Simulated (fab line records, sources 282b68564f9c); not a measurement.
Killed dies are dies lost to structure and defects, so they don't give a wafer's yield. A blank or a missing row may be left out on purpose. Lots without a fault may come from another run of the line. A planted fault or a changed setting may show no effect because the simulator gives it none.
fab line records | flow rit_cmos
record lots=14 wafers=42 last_day=8
route steps=202 shown PWELL@47 GATE@85 SILICIDE@167 M1@198
lots that met no fault: from a run of the same line without faults
start_h: hours from the record's first day to the start of the lot's first wafer shown | wait_h: hours since the lot's step before | " the same as in the row above | L1.1+2: a row that stands for several wafers | - no value, or no start given | * or withheld: withheld | < > ~ a bound
route shown NAME@n: a module of which the file shows steps, and the number in the route of the first | usual: mean/standard deviation of fault-free wafers | same: alike in all rows | chamber/n: place in a boat | sites: the reading at each site | _std_site: their standard deviation | _edge_site: outer sites' mean less inner sites' | radius_mm: how far each site lies from the wafer's centre | mask NAME#n: copy n | behind: the tool/chamber that last shaped the wafer | hold: why the lot was held/for how many hours/how that ended | device: the transistor (n, p or np) that didn't switch | end of line: the same wafers' tests at the end of the route | a step without rows: its recipe alone | killed: dies lost to structure and defects at the first sort, not the wafer's yield | map: a wafer's dies, x killed, . not, _ none there
set.NAME: the setting as run; set.NAME@STEP: as run at that earlier step | model.NAME: the simulator's own value behind a step, which no gauge read
steps of the route over a sample of lots; a table a step, a row a wafer
services: from which hour (start_h, from the record's first day; less than 0 if before it) a tool's chamber was out of use, for how many hours, and why
## steps
# step RIT_PWELL_IMPLANT_08
# recipe species=B energy_kev=170 dose_cm2=7e+13 tilt_deg=7
# usual dose_ions_cm2=7e+13/7.6e+10
# columns lot.wafer tool chamber start_h wait_h dose_ions_cm2
L419.1 implanter-02 0 23.45 0.2 6.997e+13
L419.4 " 0 " " 7.007e+13
L419.6 " 0 " " 7.014e+13
L420.2 implanter-03 0 28.54 0.2 6.994e+13
L420.4 " 0 " " 6.997e+13
L420.6 " 0 " " 6.998e+13
L423.1 implanter-01 0 45.53 0.2 7.009e+13
L423.2 " 0 " " 7.001e+13
L423.6 " 0 " " 6.987e+13
L425.1 implanter-01 0 54.36 0.2 6.987e+13
L425.3 " 0 " " 6.994e+13
L425.6 " 0 " " 6.986e+13
L426.1 implanter-01 0 58.52 0.2 7.004e+13
L426.4 " 0 " " 7e+13
L426.5 " 0 " " 7.009e+13
L427.3 implanter-01 0 66.66 0.2 7.007e+13
L427.4 " 0 " " 7e+13
L427.5 " 0 " " 7.005e+13
L428.1 implanter-03 0 70.12 0.2 7.015e+13
L428.2 " 0 " " 7.001e+13
L428.4 " 0 " " 7.006e+13
L430.1 implanter-01 0 78.75 0.2 7.001e+13
L430.4 " 0 " " 6.993e+13
L430.5 " 0 " " 6.998e+13
L431.1 implanter-01 0 84.51 0.2 6.995e+13
L431.4 " 0 " " 6.996e+13
L431.6 " 0 " " 7.011e+13
L433.2 implanter-01 0 93.40 0.2 6.998e+13
L433.5 " 0 " " 6.991e+13
L433.6 " 0 " " 6.987e+13
L435.2 implanter-02 0 109.49 0.2 6.994e+13
L435.4 " 0 " " 6.993e+13
L435.6 " 0 " " 6.999e+13
L439.2 implanter-02 0 126.25 0.2 7.007e+13
L439.3 " 0 " " 7.008e+13
L439.5 " 0 " " 7.002e+13
L440.4 implanter-02 0 129.91 0.2 7.003e+13
L440.5 " 0 " " 6.994e+13
L440.6 " 0 " " 7e+13
L442.3 implanter-02 0 141.62 0.2 7.002e+13
L442.4 " 0 " " 7.006e+13
L442.6 " 0 " " 6.998e+13
# step RIT_PWELL_TW_MEAS_10
# usual PWELL_TW=948/9.2
# columns lot.wafer tool chamber start_h wait_h PWELL_TW
L419.1 film_metro-02 - 23.78 0.1 943
L419.4 " - " " 944
L419.6 " - " " 943
L420.2 film_metro-04 - 28.85 0.1 951
L420.4 " - " " 944
L420.6 " - " " 951
L423.1 film_metro-03 - 45.86 0.1 958
L423.2 " - " " 963
L423.6 " - " " 959
L425.1 film_metro-04 - 54.69 0.1 954
L425.3 " - " " 956
L425.6 " - " " 958
L426.1 film_metro-03 - 58.84 0.1 964
L426.4 " - " " 961
L426.5 " - " " 960
L427.3 film_metro-02 - 66.96 0.1 938
L427.4 " - " " 936
L427.5 " - " " 942
L428.1 film_metro-04 - 70.44 0.1 958
L428.2 " - " " 953
L428.4 " - " " 956
L430.1 film_metro-02 - 79.07 0.1 944
L430.4 " - " " 940
L430.5 " - " " 938
L431.1 film_metro-02 - 84.84 0.1 911
L431.4 " - " " 902
L431.6 " - " " 907
L433.2 film_metro-02 - 93.71 0.1 907
L433.5 " - " " 910
L433.6 " - " " 910
L435.2 film_metro-03 - 109.80 0.1 971
L435.4 " - " " 965
L435.6 " - " " 967
L439.2 film_metro-02 - 126.56 0.1 943
L439.3 " - " " 941
L439.5 " - " " 938
L440.4 film_metro-03 - 130.19 0.1 955
L440.5 " - " " 957
L440.6 " - " " 951
L442.3 film_metro-02 - 141.92 0.1 941
L442.4 " - " " 943
L442.6 " - " " 940
# step RIT_WELLDRIVE_RS_MEAS_02
# recipe thk_meas_gauge=four-point-probe
# usual PWELL_RS=429.3/1.2
# columns lot.wafer tool chamber start_h wait_h PWELL_RS[ohm/sq]
L419.1 film_metro-04 - 29.60 0.1 430.0
L419.4 " - " " 429.6
L419.6 " - " " 431.4
L420.2 film_metro-02 - 34.13 0.1 431.3
L420.4 " - " " 432.0
L420.6 " - " " 432.0
L423.1 film_metro-02 - 51.12 0.1 430.0
L423.2 " - " " 431.1
L423.6 " - " " 429.5
L425.1 film_metro-03 - 59.95 0.1 429.2
L425.3 " - " " 429.2
L425.6 " - " " 429.0
L426.1 film_metro-03 - 65.21 0.1 427.5
L426.4 " - " " 428.1
L426.5 " - " " 427.4
L427.3 film_metro-04 - 72.32 0.1 428.3
L427.4 " - " " 430.1
L427.5 " - " " 427.4
L428.1 film_metro-04 - 76.75 0.1 427.5
L428.2 " - " " 427.8
L428.4 " - " " 428.2
L430.1 film_metro-02 - 84.33 0.1 429.3
L430.4 " - " " 429.2
L430.5 " - " " 427.8
L431.1 film_metro-02 - 90.10 0.1 461.1
L431.4 " - " " 459.6
L431.6 " - " " 460.6
L433.2 film_metro-03 - 103.45 0.1 463.3
L433.5 " - " " 461.7
L433.6 " - " " 463.2
L435.2 film_metro-02 - 116.04 0.1 429.3
L435.4 " - " " 429.0
L435.6 " - " " 428.7
L439.2 film_metro-04 - 133.46 0.1 427.1
L439.3 " - " " 428.3
L439.5 " - " " 428.2
L440.4 film_metro-04 - 138.38 0.1 427.9
L440.5 " - " " 427.8
L440.6 " - " " 429.7
L442.3 film_metro-02 - 148.05 0.1 431.5
L442.4 " - " " 431.5
L442.6 " - " " 430.5
# step RIT_GATE_THK_MEAS_09
# recipe reads=poly-Si_of_GATE_CVD_08
# usual GATE_POLY_THK=250.0/2.5
# columns lot.wafer tool chamber start_h wait_h GATE_POLY_THK[nm]
L419.1 film_metro-04 - 36.99 0.0 252.4
L419.4 " - " " 252.0
L419.6 " - " " 250.1
L420.2 film_metro-02 - 43.59 0.0 253.0
L420.4 " - " " 251.7
L420.6 " - " " 251.7
L423.1 film_metro-04 - 61.76 0.0 253.2
L423.2 " - " " 251.9
L423.6 " - " " 251.2
L425.1 film_metro-04 - 66.82 0.0 245.3
L425.3 " - " " 246.0
L425.6 " - " " 245.6
L426.1 film_metro-04 - 73.22 0.0 249.9
L426.4 " - " " 247.3
L426.5 " - " " 250.2
L427.3 film_metro-02 - 80.14 0.1 249.7
L427.4 " - " " 247.7
L427.5 " - " " 248.6
L428.1 film_metro-02 - 86.14 0.0 252.7
L428.2 " - " " 252.8
L428.4 " - " " 250.3
L430.1 film_metro-01 - 99.90 0.0 246.4
L430.4 " - " " 246.4
L430.5 " - " " 248.7
L431.1 film_metro-01 - 105.49 0.0 251.9
L431.4 " - " " 251.2
L431.6 " - " " 250.2
L433.2 film_metro-02 - 112.37 0.0 246.1
L433.5 " - " " 244.3
L433.6 " - " " 244.9
L435.2 film_metro-04 - 124.30 0.0 250.2
L435.4 " - " " 251.9
L435.6 " - " " 252.4
L439.2 film_metro-01 - 141.38 0.0 248.0
L439.3 " - " " 247.0
L439.5 " - " " 246.7
L440.4 film_metro-04 - 150.34 0.0 250.2
L440.5 " - " " 251.3
L440.6 " - " " 251.3
L442.3 film_metro-04 - 157.95 0.0 249.4
L442.4 " - " " 250.6
L442.6 " - " " 252.9
# step RIT_SILICIDE_RTA_06
# recipe temp_c=750 time_s=10 idle_temp_c=25 ramp_up_s=5 ramp_down_s=10 cool_to_c=25 ambient=N2
# usual wafer_temp_C_max=754.7/1.2
# columns lot.wafer tool chamber start_h wait_h wafer_temp_C_max
L419.1 rtp_anneal-01 0 52.31 0.0 753.4
L419.4 " 0 " " 752.7
L419.6 " 0 " " 753.3
L420.2 rtp_anneal-02 0 58.28 0.0 756.4
L420.4 " 0 " " 757.3
L420.6 " 0 " " 755.4
L423.1 rtp_anneal-01 0 77.73 0.0 753.5
L423.2 " 0 " " 754.6
L423.6 " 0 " " 754.5
L425.1 rtp_anneal-01 0 81.34 0.0 753.3
L425.3 " 0 " " 754.2
L425.6 " 0 " " 753.2
L426.1 rtp_anneal-02 0 88.08 0.0 755.2
L426.4 " 0 " " 754.4
L426.5 " 0 " " 754.5
L427.3 rtp_anneal-01 0 95.44 0.0 753.9
L427.4 " 0 " " 754.6
L427.5 " 0 " " 754.6
L428.1 rtp_anneal-02 0 100.65 0.0 755.8
L428.2 " 0 " " 756.3
L428.4 " 0 " " 758.0
L430.1 rtp_anneal-02 0 116.17 0.0 755.9
L430.4 " 0 " " 754.6
L430.5 " 0 " " 754.5
L431.1 rtp_anneal-01 0 121.08 0.0 753.3
L431.4 " 0 " " 753.9
L431.6 " 0 " " 755.5
L433.2 rtp_anneal-01 0 127.30 0.0 753.6
L433.5 " 0 " " 753.6
L433.6 " 0 " " 753.9
L435.2 rtp_anneal-01 0 140.06 0.0 753.3
L435.4 " 0 " " 753.9
L435.6 " 0 " " 752.9
L439.2 rtp_anneal-01 0 157.41 0.0 755.0
L439.3 " 0 " " 754.8
L439.5 " 0 " " 753.4
L440.4 rtp_anneal-02 0 166.03 0.0 757.7
L440.5 " 0 " " 755.1
L440.6 " 0 " " 755.5
L442.3 rtp_anneal-02 0 173.99 0.0 754.9
L442.4 " 0 " " 755.1
L442.6 " 0 " " 754.6
# step RIT_M1_STRIP_14
# recipe chemistry=O2 time_s=180 platen_temp_c=withheld power_w=500 pressure_mtorr=4000 o2_flow_sccm=4000
# usual drypump_motor_current_A=6.1/0.46
# columns lot.wafer tool chamber start_h wait_h drypump_motor_current_A rf_hours_counter_h
L419.1 plasma_asher-04 1 57.11 0.0 6.7 43
L419.4 " 1 " " 6.7 -
L419.6 " 1 " " 6.7 -
L420.2 plasma_asher-04 1 62.66 0.0 6.7 44
L420.4 " 0 " " 6.3 -
L420.6 " 0 " " 6.3 -
L423.1 plasma_asher-04 0 82.48 0.0 6.3 46
L423.2 " 1 " " 6.6 46
L423.6 " 0 " " 6.3 -
L425.1 plasma_asher-03 0 86.15 0.0 6.0 44
L425.3 " 1 " " 5.7 -
L425.6 " 1 " " 5.7 -
L426.1 plasma_asher-04 1 92.72 0.0 6.7 47
L426.4 " 1 " " 6.7 -
L426.5 " 1 " " 6.7 -
L427.3 plasma_asher-03 1 100.40 0.1 5.6 -
L427.4 " 0 " " 6.1 -
L427.5 " 1 " " 5.7 -
L428.1 plasma_asher-02 1 106.08 0.0 5.3 47
L428.2 " 0 " " 6.1 47
L428.4 " 1 " " 5.3 -
L430.1 plasma_asher-02 1 120.81 0.0 5.3 0
L430.4 " 1 " " 5.3 -
L430.5 " 1 " " 5.3 -
L431.1 plasma_asher-04 1 125.73 0.0 6.7 49
L431.4 " 1 " " 6.7 -
L431.6 " 0 " " 6.3 -
L433.2 plasma_asher-04 1 131.71 0.0 6.7 50
L433.5 " 1 " " 6.7 -
L433.6 " 0 " " 6.3 -
L435.2 plasma_asher-03 0 144.81 0.0 6.0 51
L435.4 " 0 " " 6.0 -
L435.6 " 1 " " 5.7 -
L439.2 plasma_asher-03 1 161.93 0.0 5.7 52
L439.3 " 0 " " 6.0 -
L439.5 " 1 " " 5.7 -
L440.4 plasma_asher-02 0 171.12 0.1 6.1 -
L440.5 " 1 " " 5.2 -
L440.6 " 0 " " 6.1 -
L442.3 plasma_asher-02 0 178.56 0.1 6.1 -
L442.4 " 1 " " 5.2 -
L442.6 " 0 " " 6.1 -
# step RIT_M1_PROBE_99
# usual killed_at_contacts=0.1/0.23 killed_at_front_end=7/3.1 killed_dies=7/3.1 killed_open=3.3/2 killed_short=3.6/1.9
# same gross_dies=264 killed_at_M0_to_M3=0 killed_at_M4_up=0 killed_at_back_side=0 killed_at_other=0
# columns lot.wafer tool chamber start_h wait_h killed_at_contacts killed_at_front_end killed_dies killed_open killed_short
L419.1 prober-02 - 59.03 0.1 0 3 3 2 1
L419.4 prober-02 - 59.18 0.2 0 14 14 5 9
L419.6 prober-02 - 59.28 0.2 1 4 5 3 2
L420.2 prober-01 - 64.63 0.1 0 7 7 4 3
L420.4 prober-01 - 64.73 0.2 0 7 7 3 4
L420.6 prober-01 - 64.83 0.2 1 6 7 5 2
L423.1 prober-02 - 84.52 0.1 0 9 9 5 4
L423.2 prober-02 - 84.57 0.1 0 5 5 2 3
L423.6 prober-02 - 84.77 0.2 0 8 8 3 5
L425.1 prober-02 - 88.06 0.1 0 5 5 3 2
L425.3 prober-02 - 88.16 0.2 0 6 6 3 3
L425.6 prober-02 - 88.31 0.2 0 9 9 4 5
L426.1 prober-01 - 94.63 0.1 0 8 8 4 4
L426.4 prober-01 - 94.78 0.2 0 7 7 3 4
L426.5 prober-01 - 94.83 0.2 0 16 16 5 11
L427.3 prober-02 - 102.36 0.2 0 2 2 0 2
L427.4 prober-02 - 102.41 0.2 0 7 7 3 4
L427.5 prober-02 - 102.46 0.2 0 10 10 5 5
L428.1 prober-01 - 107.99 0.1 0 2 2 1 1
L428.2 prober-01 - 108.04 0.1 0 7 7 2 5
L428.4 prober-01 - 108.14 0.2 0 5 5 2 3
L430.1 prober-01 - 122.72 0.1 0 6 6 3 3
L430.4 prober-01 - 122.87 0.2 0 10 10 4 6
L430.5 prober-01 - 122.92 0.2 0 6 6 5 1
L431.1 prober-02 - 127.64 0.1 0 6 6 2 4
L431.4 prober-02 - 127.79 0.2 0 12 12 7 5
L431.6 prober-02 - 127.89 0.2 0 15 15 6 9
L433.2 prober-02 - 133.67 0.1 0 11 11 5 6
L433.5 prober-02 - 133.82 0.2 0 5 5 2 3
L433.6 prober-02 - 133.87 0.2 0 10 10 5 5
L435.2 prober-02 - 146.78 0.1 0 6 6 4 2
L435.4 prober-02 - 146.88 0.2 0 1 1 0 1
L435.6 prober-02 - 146.98 0.2 0 6 6 5 1
L439.2 prober-02 - 163.89 0.1 0 6 6 4 2
L439.3 prober-02 - 163.94 0.2 0 9 9 4 5
L439.5 prober-02 - 164.04 0.2 0 8 8 2 6
L440.4 prober-01 - 173.12 0.2 0 7 7 4 3
L440.5 prober-01 - 173.17 0.2 0 5 5 3 2
L440.6 prober-01 - 173.22 0.2 0 6 6 2 4
L442.3 prober-02 - 180.51 0.2 0 3 3 1 2
L442.4 prober-02 - 180.56 0.2 0 3 3 1 2
L442.6 prober-02 - 180.66 0.2 0 5 5 2 3
# killed by level:class
L419.1 GATE:geometric_particle:open=2 SILICIDE:geometric_particle:short=1
L419.4 GATE:geometric_particle:short=4 FOX1:geometric_particle:short=2 REOX:geometric_particle:short=2 SILICIDE:geometric_particle:open=2 FOX1:geometric_particle:open=1 FOX2:geometric_particle:open=1 GATE:geometric_particle:open=1 SILICIDE:geometric_particle:short=1
L419.6 GATE:geometric_particle:open=1 GATE:geometric_particle:short=1 SILICIDE:geometric_particle:open=1 SILICIDE:geometric_particle:short=1 CONTACT:geometric_particle:open=1
L420.2 GATE:geometric_particle:short=3 GATE:geometric_particle:open=3 SPACER:geometric_particle:open=1
L420.4 GATE:geometric_particle:short=2 SILICIDE:geometric_particle:short=2 FOX1:geometric_particle:open=1 REOX:geometric_particle:open=1 SILICIDE:geometric_particle:open=1
L420.6 GATE:geometric_particle:open=2 FOX2:geometric_particle:open=1 GATE:geometric_particle:short=1 SPACER:geometric_particle:open=1 SILICIDE:geometric_particle:open=1 CONTACT:geometric_particle:short=1
L423.1 GATE:geometric_particle:open=3 FOX1:geometric_particle:open=2 FOX1:geometric_particle:short=1 GATE:geometric_particle:short=1 REOX:geometric_particle:short=1 SPACER:geometric_particle:short=1
L423.2 FOX1:geometric_particle:short=1 FOX2:geometric_particle:open=1 GATE:geometric_particle:short=1 REOX:geometric_particle:short=1 SILICIDE:geometric_particle:open=1
L423.6 GATE:geometric_particle:short=3 FOX1:geometric_particle:open=1 FOX2:geometric_particle:open=1 FOX2:geometric_particle:short=1 SPACER:geometric_particle:open=1 SPACER:geometric_particle:short=1
L425.1 ACTIVE:geometric_particle:short=1 GATE:geometric_particle:open=1 REOX:geometric_particle:open=1 SPACER:geometric_particle:short=1 SPACER:geometric_particle:open=1
L425.3 GATE:geometric_particle:short=3 SPACER:geometric_particle:open=2 SILICIDE:geometric_particle:open=1
L425.6 GATE:geometric_particle:open=3 FOX1:geometric_particle:short=1 GATE:geometric_particle:short=1 REOX:geometric_particle:short=1 SPACER:geometric_particle:short=1 SPACER:geometric_particle:open=1 SILICIDE:geometric_particle:short=1
L426.1 FOX2:geometric_particle:open=2 FOX1:geometric_particle:short=1 GATE:geometric_particle:short=1 GATE:geometric_particle:open=1 REOX:geometric_particle:short=1 SPACER:geometric_particle:short=1 SPACER:geometric_particle:open=1
L426.4 GATE:geometric_particle:short=2 FOX2:geometric_particle:short=1 GATE:geometric_particle:open=1 REOX:geometric_particle:short=1 REOX:geometric_particle:open=1 SPACER:geometric_particle:open=1
L426.5 GATE:geometric_particle:short=6 GATE:geometric_particle:open=3 REOX:geometric_particle:short=3 REOX:geometric_particle:open=1 SPACER:geometric_particle:open=1 SPACER:geometric_particle:short=1 SILICIDE:geometric_particle:short=1
L427.3 SPACER:geometric_particle:short=2
L427.4 FOX1:geometric_particle:short=3 FOX1:geometric_particle:open=1 REOX:geometric_particle:open=1 REOX:geometric_particle:short=1 SPACER:geometric_particle:open=1
L427.5 GATE:geometric_particle:open=2 SILICIDE:geometric_particle:open=2 SILICIDE:geometric_particle:short=2 FOX1:geometric_particle:short=1 FOX2:geometric_particle:open=1 GATE:geometric_particle:short=1 REOX:geometric_particle:short=1
L428.1 SPACER:geometric_particle:open=1 SPACER:geometric_particle:short=1
L428.2 GATE:geometric_particle:short=2 REOX:geometric_particle:open=2 FOX1:geometric_particle:short=1 FOX2:geometric_particle:short=1 SPACER:geometric_particle:short=1
L428.4 FOX1:geometric_particle:open=1 GATE:geometric_particle:short=1 GATE:geometric_particle:open=1 REOX:geometric_particle:short=1 SILICIDE:geometric_particle:short=1
L430.1 FOX1:geometric_particle:open=1 GATE:geometric_particle:open=1 GATE:geometric_particle:short=1 REOX:geometric_particle:open=1 REOX:geometric_particle:short=1 SPACER:geometric_particle:short=1
L430.4 FOX1:geometric_particle:open=2 FOX1:geometric_particle:short=2 GATE:geometric_particle:short=2 FOX2:geometric_particle:open=1 REOX:geometric_particle:short=1 SILICIDE:geometric_particle:open=1 SILICIDE:geometric_particle:short=1
L430.5 GATE:geometric_particle:open=3 GATE:geometric_particle:short=1 REOX:geometric_particle:open=1 SILICIDE:geometric_particle:open=1
L431.1 GATE:geometric_particle:short=4 GATE:geometric_particle:open=1 REOX:geometric_particle:open=1
L431.4 GATE:geometric_particle:open=5 GATE:geometric_particle:short=3 SILICIDE:geometric_particle:open=2 FOX2:geometric_particle:short=1 SILICIDE:geometric_particle:short=1
L431.6 GATE:geometric_particle:short=4 GATE:geometric_particle:open=2 REOX:geometric_particle:short=2 FOX1:geometric_particle:short=1 FOX2:geometric_particle:short=1 FOX2:geometric_particle:open=1 REOX:geometric_particle:open=1 SPACER:geometric_particle:open=1
L433.2 GATE:geometric_particle:open=4 GATE:geometric_particle:short=3 SPACER:geometric_particle:short=3 SPACER:geometric_particle:open=1
L433.5 REOX:geometric_particle:short=3 GATE:geometric_particle:open=2
L433.6 SPACER:geometric_particle:short=3 GATE:geometric_particle:short=2 GATE:geometric_particle:open=2 ACTIVE:geometric_particle:open=1 REOX:geometric_particle:open=1 SILICIDE:geometric_particle:open=1
L435.2 GATE:geometric_particle:open=2 FOX1:geometric_particle:open=1 GATE:geometric_particle:short=1 REOX:geometric_particle:short=1 REOX:geometric_particle:open=1
L435.4 SILICIDE:geometric_particle:short=1
L435.6 SILICIDE:geometric_particle:open=2 FOX2:geometric_particle:open=1 GATE:geometric_particle:open=1 SPACER:geometric_particle:open=1 SILICIDE:geometric_particle:short=1
L439.2 FOX1:geometric_particle:open=2 FOX2:geometric_particle:open=1 GATE:geometric_particle:short=1 GATE:geometric_particle:open=1 REOX:geometric_particle:short=1
L439.3 FOX2:geometric_particle:short=2 GATE:geometric_particle:open=2 FOX1:geometric_particle:open=1 FOX1:geometric_particle:short=1 FOX2:geometric_particle:open=1 GATE:geometric_particle:short=1 SILICIDE:geometric_particle:short=1
L439.5 REOX:geometric_particle:short=3 FOX2:geometric_particle:short=2 FOX1:geometric_particle:short=1 GATE:geometric_particle:open=1 SILICIDE:geometric_particle:open=1
L440.4 GATE:geometric_particle:short=2 FOX1:geometric_particle:open=1 FOX2:geometric_particle:short=1 GATE:geometric_particle:open=1 REOX:geometric_particle:open=1 SPACER:geometric_particle:open=1
L440.5 FOX2:geometric_particle:open=1 GATE:geometric_particle:short=1 REOX:geometric_particle:short=1 REOX:geometric_particle:open=1 SPACER:geometric_particle:open=1
L440.6 FOX1:geometric_particle:open=1 FOX2:geometric_particle:short=1 GATE:geometric_particle:short=1 REOX:geometric_particle:short=1 SPACER:geometric_particle:short=1 SPACER:geometric_particle:open=1
L442.3 FOX2:geometric_particle:open=1 GATE:geometric_particle:short=1 SILICIDE:geometric_particle:short=1
L442.4 GATE:geometric_particle:short=2 GATE:geometric_particle:open=1
L442.6 FOX1:geometric_particle:short=1 FOX2:geometric_particle:open=1 GATE:geometric_particle:open=1 SPACER:geometric_particle:short=1 SILICIDE:geometric_particle:short=1
## services
# columns tool chamber start_h hours kind
rtp_anneal-02 - 0.97 0.5 repair
plasma_asher-03 - 18.98 5.8 repair
implanter-02 - 24.91 1.7 repair
implanter-01 - 26.99 1.7 repair
implanter-02 - 53.76 1.7 repair
plasma_asher-04 - 82.67 4.3 pm
plasma_asher-03 - 92.75 3.4 repair
plasma_asher-04 - 100.14 10.0 pm
plasma_asher-02 - 108.75 9.0 pm
plasma_asher-02 0 108.75 9.0 vent_cycle
plasma_asher-02 1 108.75 9.0 vent_cycle
implanter-03 - 113.26 1.9 repair
plasma_asher-02 0 117.75 - clean
plasma_asher-02 1 117.75 - clean
plasma_asher-04 - 145.66 1.5 repair
plasma_asher-03 - 150.50 1.7 repair
implanter-03 - 176.28 1.3 repair
## key
first_sign step=RIT_PWELL_TW_MEAS_10 reading=PWELL_TW direction=down sigmas=4.4 usual=948 struck=908
effect step=RIT_WELLDRIVE_RS_MEAS_02 reading=PWELL_RS direction=up sigmas=26 usual=429.3 struck=461.6
met_at RIT_PWELL_IMPLANT_08
struck_lots L431,L433
tester_left_out L431,L433
not_acting_at RIT_GATE_THK_MEAS_09,RIT_SILICIDE_RTA_06,RIT_M1_STRIP_14
onset_between 78.75 84.51
fault kind=process_parameter_drift tool=implanter-01 chamber=- onset_h=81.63 steps=RIT_PWELL_IMPLANT_08 channel=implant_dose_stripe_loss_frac offset=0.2 shape=step end_h=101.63
# tester_left_out: of these lots the tester's yield and bins aren't shown, on N5 and GAA mostly nor the transistor test; their killed dies are dies lost to structure and defects alone, not to doping, threshold or leakage, so they don't give the yield
